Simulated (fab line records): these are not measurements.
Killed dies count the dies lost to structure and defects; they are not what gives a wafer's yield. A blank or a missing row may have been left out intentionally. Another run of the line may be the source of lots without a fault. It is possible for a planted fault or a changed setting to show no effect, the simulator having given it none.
Split-lot trial + flow berkeley cmos170 + on a route of 331 steps: 5 lots, 23 wafers read

== ON THE SPLIT ==
At UCB170_M1_SPUTTER_00 (material Al, target thk 600 nm, time 80 s), the setting time s was moved away from the recipe's 80 s on 9 of the 23 wafers read, by -7.4% to +12.3%. For the rest of the wafers, this setting stayed at what the recipe calls for.

== FROM THE SPLIT TO THE READING: what the file shows between them, 5 steps ==
- UCB170_M1_RS_MEAS_01: measures by four-point-probe
- UCB170_M1_THK_MEAS_02: measures by xrf
- UCB170_M1_COAT_03
- UCB170_M1_COAT_04: resist thk 900 nm
- UCB170_M1_ETCH_11: etches BARC in N2/H2

== THE READING ==
oes product au, in a.u., at UCB170_M1_METAL_ETCH_12 (etches Al in Cl2/BCl3, stops on PSG, target depth 780 nm, time 130 s). A value of 0.865 a.u. with a standard deviation of 0.014 a.u. is what fault-free wafers of this fab line usually give.

| wafer  | tool, chamber at the split | time s as run, s | against the recipe | oes product au, a.u. | against lot-mates on the recipe |
|--------|----------------------------|------------------|--------------------|----------------------|---------------------------------|
| L077.1 | pvd sputter-04, -          | 80               | recipe             | 0.865                | -                               |
| L077.2 | pvd sputter-04, -          | 89.85            | +12.3%             | 0.935                | +0.071                          |
| L077.3 | pvd sputter-04, -          | 89.85            | +12.3%             | 0.949                | +0.085                          |
| L077.5 | pvd sputter-04, -          | 80               | recipe             | 0.846                | -                               |
| L077.6 | pvd sputter-04, -          | 80               | recipe             | 0.881                | -                               |
| L079.1 | pvd sputter-03, -          | 80               | recipe             | 0.872                | -                               |
| L079.2 | pvd sputter-03, -          | 80               | recipe             | 0.865                | -                               |
| L079.3 | pvd sputter-03, -          | 74.07            | -7.4%              | 0.831                | -0.042                          |
| L079.5 | pvd sputter-03, -          | 74.07            | -7.4%              | 0.833                | -0.040                          |
| L079.6 | pvd sputter-03, -          | 80               | recipe             | 0.882                | -                               |
| L080.1 | pvd sputter-01, -          | 75.47            | -5.7%              | 0.841                | -0.022                          |
| L080.2 | pvd sputter-01, -          | 75.47            | -5.7%              | 0.839                | -0.024                          |
| L080.3 | pvd sputter-01, -          | 80               | recipe             | 0.862                | -                               |
| L080.5 | pvd sputter-01, -          | 75.47            | -5.7%              | 0.840                | -0.023                          |
| L080.6 | pvd sputter-01, -          | 80               | recipe             | 0.864                | -                               |
| L085.2 | pvd sputter-04, -          | 80               | recipe             | 0.849                | -                               |
| L085.5 | pvd sputter-04, -          | 80               | recipe             | 0.894                | -                               |
| L085.6 | pvd sputter-04, -          | 80               | recipe             | 0.843                | -                               |
| L084.1 | pvd sputter-04, -          | 80               | recipe             | 0.843                | -                               |
| L084.3 | pvd sputter-04, -          | 80               | recipe             | 0.842                | -                               |
| L084.4 | pvd sputter-04, -          | 85.3             | +6.6%              | 0.906                | +0.054                          |
| L084.5 | pvd sputter-04, -          | 80               | recipe             | 0.871                | -                               |
| L084.6 | pvd sputter-04, -          | 85.3             | +6.6%              | 0.888                | +0.036                          |

THE FIT
A straight line over all 23 wafers: oes product au changes by +0.00541 a.u. for each +1% of time s; r = +0.90; the points scatter about the line by 0.014 a.u.
The same after taking each lot's own level away (the mean of its wafers on the recipe; 23 wafers): +0.00586 a.u. for each +1%; r = +0.93; scatter 0.013 a.u.
According to that fit, moving time s by its largest amount changes the reading by 0.072 a.u.
The lots' own levels span 0.8520 to 0.8730 a.u., that is 1.5 times the standard deviation above.
The two slopes agree, so the slope changes little with the lot-to-lot level.
Check: +0.0763 a.u. against its lot-mates is what the line predicts for one of the wafers moved furthest among these (+12.3%) when that wafer is left out of the fit. Against them it came out at +0.071 a.u.

== THE OTHER SPLITS THESE WAFERS WENT THROUGH ==
Other splits were also applied to these wafers ahead of the reading. Each is held against what the fit with the lots' levels taken away leaves over:
| other split on the same wafers       | wafers away from the commonest value | r with oes product au (lot level and that fit taken away) |
|--------------------------------------|--------------------------------------|-----------------------------------------------------------|
| UCB170_NSD_EXPOSE_03 dose mj         | 7                                    | -0.07                                                     |
| UCB170_CONTACT_CVD_01 sih4 flow sccm | 18                                   | +0.07                                                     |
| UCB170_CONTACT_ETCH_17 source w      | 7                                    | +0.04                                                     |

== THE WHOLE CHAIN: every reading that the file lists as answering this split, in the file's order ==
| step                    | what it does                                                         | reading                                                                     | change (the file's fit)                   | r (the file's) |
|-------------------------|----------------------------------------------------------------------|-----------------------------------------------------------------------------|-------------------------------------------|----------------|
| UCB170_M1_SPUTTER_00    | material Al, target thk 600 nm, time 80 s                            | Al_of_M1_SPUTTER_00.thk nm (the simulator's own value, which no gauge read) | +6.32 nm for each +1% of the setting      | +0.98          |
| UCB170_M1_RS_MEAS_01    | measures by four-point-probe                                         | M1_AL_RS                                                                    | -0.000496 for each +1% of the setting     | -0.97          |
| UCB170_M1_THK_MEAS_02   | measures by xrf                                                      | M1_AL_THK                                                                   | +6.28 for each +1% of the setting         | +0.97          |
| UCB170_M1_METAL_ETCH_12 | etches Al in Cl2/BCl3, stops on PSG, target depth 780 nm, time 130 s | oes product au                                                              | +0.00599 a.u. for each +1% of the setting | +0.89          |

== THE FILE'S OWN FIT ==
oes product au changes by +0.00599 a.u. for each +1% of time s, r = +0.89.
